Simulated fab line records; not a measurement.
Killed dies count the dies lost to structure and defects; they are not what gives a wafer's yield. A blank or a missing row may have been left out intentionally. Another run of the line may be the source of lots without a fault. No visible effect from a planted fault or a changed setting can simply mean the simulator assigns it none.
Which tool did it?    flow rit_cmos    12 lots with 36 wafers sampled at 3 steps, on a route of 202 steps

## WHAT EACH GAUGE READ, for each wafer
RIT_M1_RS_MEAS_01: measures by four-point-probe.
lot   measured     on             M1_AL_RS (ohm/sq)
L362  day 3 08:31  film_metro-04  0.0740 0.0738 0.0742
L363  day 3 16:26  film_metro-04  0.0752 0.0743 0.0751
L365  day 4 01:23  film_metro-02  0.0732 0.0740 0.0734
L364  day 4 01:46  film_metro-04  0.0737 0.0728 0.0727
L366  day 4 03:05  film_metro-03  0.0736 0.0731 0.0733
L367  day 4 07:33  film_metro-04  0.0726 0.0731 0.0733
L376  day 6 03:47  film_metro-04  0.0714 0.0441 0.0717
L377  day 6 08:28  film_metro-04  0.0738 0.0735 0.0732
L379  day 6 21:14  film_metro-03  0.0744 0.0737 0.0744
L381  day 7 04:47  film_metro-04  0.0738 0.0738 0.0729
L383  day 7 15:08  film_metro-02  0.0732 0.0737 0.0736
L385  day 8 00:17  film_metro-03  0.0726 0.0727 0.0733

RIT_M1_THK_MEAS_02: measures by xrf.
lot   measured     on             M1_AL_THK (nm)
L362  day 3 08:38  film_metro-04  402 401 400
L363  day 3 16:32  film_metro-04  395 401 395
L365  day 4 01:30  film_metro-02  408 404 409
L364  day 4 01:53  film_metro-04  400 401 403
L366  day 4 03:11  film_metro-03  404 406 406
L367  day 4 07:39  film_metro-04  403 402 400
L376  day 6 03:53  film_metro-04  416 668 415
L377  day 6 08:34  film_metro-04  403 405 408
L379  day 6 21:21  film_metro-03  396 404 398
L381  day 7 04:55  film_metro-04  405 403 407
L383  day 7 15:14  film_metro-02  406 405 404
L385  day 8 00:23  film_metro-03  407 407 405

## EACH LOT AND THE TOOL THAT RAN IT (in order: tool; ch and the chambers of the sampled wafers; start)
lot   RIT_M1_SPUTTER_00
L362  pvd_sputter-04, day 3 08:13
L363  pvd_sputter-03, day 3 16:07
L365  pvd_sputter-03, day 4 01:05
L364  pvd_sputter-01, day 4 01:28
L366  pvd_sputter-04, day 4 02:44
L367  pvd_sputter-03, day 4 07:13
L376  pvd_sputter-03, day 6 03:25
L377  pvd_sputter-01, day 6 08:08
L379  pvd_sputter-01, day 6 20:56
L381  pvd_sputter-04, day 7 04:30
L383  pvd_sputter-01, day 7 14:47
L385  pvd_sputter-01, day 7 23:58
- RIT_M1_SPUTTER_00: material Al, target thk 400 nm, time 500 s.

## AS READ BY THE TOOLS THEMSELVES (means over the sampled wafers that have a number; for cases with no such wafer, the mark the record gives instead)
RIT_M1_SPUTTER_00.
lot   tool            throttle_valve_pct (%)
L362  pvd_sputter-04  30.5
L363  pvd_sputter-03  29.6
L365  pvd_sputter-03  29.3
L364  pvd_sputter-01  29.3
L366  pvd_sputter-04  30.5
L367  pvd_sputter-03  29.4
L376  pvd_sputter-03  29.2
L377  pvd_sputter-01  28.6
L379  pvd_sputter-01  29.2
L381  pvd_sputter-04  31.7
L383  pvd_sputter-01  29.2
L385  pvd_sputter-01  29.8

## THE ANSWER, worked out from the rows above alone
Rule: the lots themselves supply what counts as usual. Put in order of their means at a reading, lots are off if they are a third of the lots or fewer, leave a main group of 4 or more, and stand apart from it by a gap of 3 or more times the standard deviation of the main group's means; of several such gaps the widest counts. If all means in a main group match to the digits the tables above print for the reading, that group is not used. Also off: a lot with no number at a reading for which 4 or more lots have one. All remaining lots with rows at the step are treated as sound. The gauges are gone through in route order, then the tools' own readings, and for those a lot's mean is taken as printed above. The first step at which some lot is off is used, and at that step the reading that is off furthest; a lot without a number counts as furthest.
Off: L376, seen at RIT_M1_RS_MEAS_01 (M1_AL_RS). Main group: mean 0.0736 ohm/sq, sd 0.00055.
If a tool, at a process step before that reading, ran all the lots that are off and no sound lot after the first of them, it fits. The gauges at RIT_M1_RS_MEAS_01 are tried like those tools. One candidate fits, namely pvd_sputter-03 at RIT_M1_SPUTTER_00. A fault onset in the window from L367 (day 4 07:13, its last sound lot) to L376 (day 6 03:25, its first lot off) fits.

## WHAT WAS PUT IN BY THE SIMULATOR
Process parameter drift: pvd_sputter-03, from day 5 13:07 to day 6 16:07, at RIT_M1_SPUTTER_00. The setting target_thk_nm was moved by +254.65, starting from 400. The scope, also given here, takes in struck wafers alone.
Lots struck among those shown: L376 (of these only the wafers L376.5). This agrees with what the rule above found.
